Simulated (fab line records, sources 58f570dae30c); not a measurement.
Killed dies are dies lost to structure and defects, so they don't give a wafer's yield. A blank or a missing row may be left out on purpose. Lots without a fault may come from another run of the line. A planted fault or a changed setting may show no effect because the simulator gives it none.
fab line records | flow berkeley_cmos170
record lots=14 wafers=42 last_day=13
route steps=331 shown PVT@122
lots that met no fault: from a run of the same line without faults
start_h: hours from the record's first day to the start of the lot's first wafer shown | wait_h: hours since the lot's step before | " the same as in the row above | L1.1+2: a row that stands for several wafers | - no value, or no start given | * or withheld: withheld | < > ~ a bound
route shown NAME@n: a module of which the file shows steps, and the number in the route of the first | usual: mean/standard deviation of fault-free wafers | same: alike in all rows | chamber/n: place in a boat | sites: the reading at each site | _std_site: their standard deviation | _edge_site: outer sites' mean less inner sites' | radius_mm: how far each site lies from the wafer's centre | mask NAME#n: copy n | behind: the tool/chamber that last shaped the wafer | hold: why the lot was held/for how many hours/how that ended | device: the transistor (n, p or np) that didn't switch | end of line: the same wafers' tests at the end of the route | a step without rows: its recipe alone | killed: dies lost to structure and defects at the first sort, not the wafer's yield | map: a wafer's dies, x killed, . not, _ none there
set.NAME: the setting as run; set.NAME@STEP: as run at that earlier step | model.NAME: the simulator's own value behind a step, which no gauge read
steps of the route over a sample of lots; a table a step, a row a wafer
services: from which hour (start_h, from the record's first day; less than 0 if before it) a tool's chamber was out of use, for how many hours, and why
## steps
# step UCB170_PVT_IMPLANT_07
# recipe species=P dose_cm2=2e+12 energy_kev=30 tilt_deg=7
# usual beam_energy_keV=30.001/0.0098 dose_ions_cm2=2.0001e+12/2e+09
# columns lot.wafer tool chamber start_h wait_h beam_energy_keV dose_ions_cm2
L582.1 implanter-01 0 149.41 0.0 29.994 1.9989e+12
L582.3 " 0 " " 29.981 2e+12
L582.4 " 0 " " 30.000 1.9981e+12
L583.2 implanter-04 0 150.53 0.0 29.994 1.9999e+12
L583.3 " 0 " " 30.009 1.9988e+12
L583.5 " 0 " " 29.985 1.9982e+12
L581.3 implanter-02 0 151.27 0.1 29.987 1.9967e+12
L581.5 " 0 " " 29.995 1.9983e+12
L581.6 " 0 " " 30.006 1.9968e+12
L586.1 implanter-02 0 182.56 0.0 29.982 2.0008e+12
L586.3 " 0 " " 29.977 1.9988e+12
L586.5 " 0 " " 29.997 1.9975e+12
L587.3 implanter-04 0 182.97 0.1 29.998 1.9971e+12
L587.4 " 0 " " 29.999 2.0005e+12
L587.6 " 0 " " 30.009 1.9982e+12
L588.2 implanter-04 0 192.24 0.0 29.999 1.9997e+12
L588.5 " 0 " " 30.009 2.0027e+12
L588.6 " 0 " " 30.006 2.002e+12
L590.1 implanter-04 0 193.21 0.0 30.007 2.0025e+12
L590.2 " 0 " " 30.001 2.0004e+12
L590.6 " 0 " " 30.009 2.0024e+12
L592.1 implanter-04 0 208.21 0.0 29.997 1.9768e+12
L592.2 " 0 " " 29.995 1.9752e+12
L592.6 " 0 " " 29.999 1.9769e+12
L595.2 implanter-02 0 221.29 0.0 30.002 2.0031e+12
L595.3 " 0 " " 30.004 2.0044e+12
L595.4 " 0 " " 30.003 2.0001e+12
L594.1 implanter-04 0 221.31 0.0 30.010 1.9767e+12
L594.2 " 0 " " 30.000 1.9727e+12
L594.5 " 0 " " 30.011 1.975e+12
L596.1 implanter-02 0 226.11 0.0 29.988 2.001e+12
L596.2 " 0 " " 29.981 1.9997e+12
L596.3 " 0 " " 29.979 1.9993e+12
L600.1 implanter-02 0 235.19 0.0 30.008 2.0013e+12
L600.4 " 0 " " 30.004 2.0026e+12
L600.5 " 0 " " 30.005 2.0012e+12
L601.2 implanter-02 0 235.94 0.0 30.005 1.9987e+12
L601.3 " 0 " " 30.002 1.9998e+12
L601.4 " 0 " " 29.998 1.9986e+12
L602.3 implanter-02 0 246.57 0.1 30.010 2.001e+12
L602.4 " 0 " " 30.002 2.0013e+12
L602.5 " 0 " " 30.025 2.0006e+12
## services
# columns tool chamber start_h hours kind
implanter-01 - 135.31 2.2 repair
implanter-01 - 167.71 1.4 repair
implanter-01 - 173.13 4.8 pm
implanter-04 - 179.16 1.7 repair
implanter-01 - 182.79 124.6 pm
implanter-02 - 223.33 2.2 repair
## key
first_sign step=UCB170_PVT_IMPLANT_07 reading=dose_ions_cm2 direction=down sigmas=12 usual=2.0001e+12 struck=1.9756e+12
effect none on later readings
met_at UCB170_PVT_IMPLANT_07
struck_lots L592,L594
tester_left_out L592,L594
onset_between 193.21 208.21
fault kind=process_parameter_drift tool=implanter-04 chamber=- onset_h=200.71 steps=UCB170_PVT_IMPLANT_07 channel=dose_cm2 offset=-2.3942e+10 shape=step end_h=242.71 acts_in=these_recipes_only stated=2e+12
# tester_left_out: of these lots the tester's yield and bins aren't shown, on N5 and GAA mostly nor the transistor test; their killed dies are dies lost to structure and defects alone, not to doping, threshold or leakage, so they don't give the yield
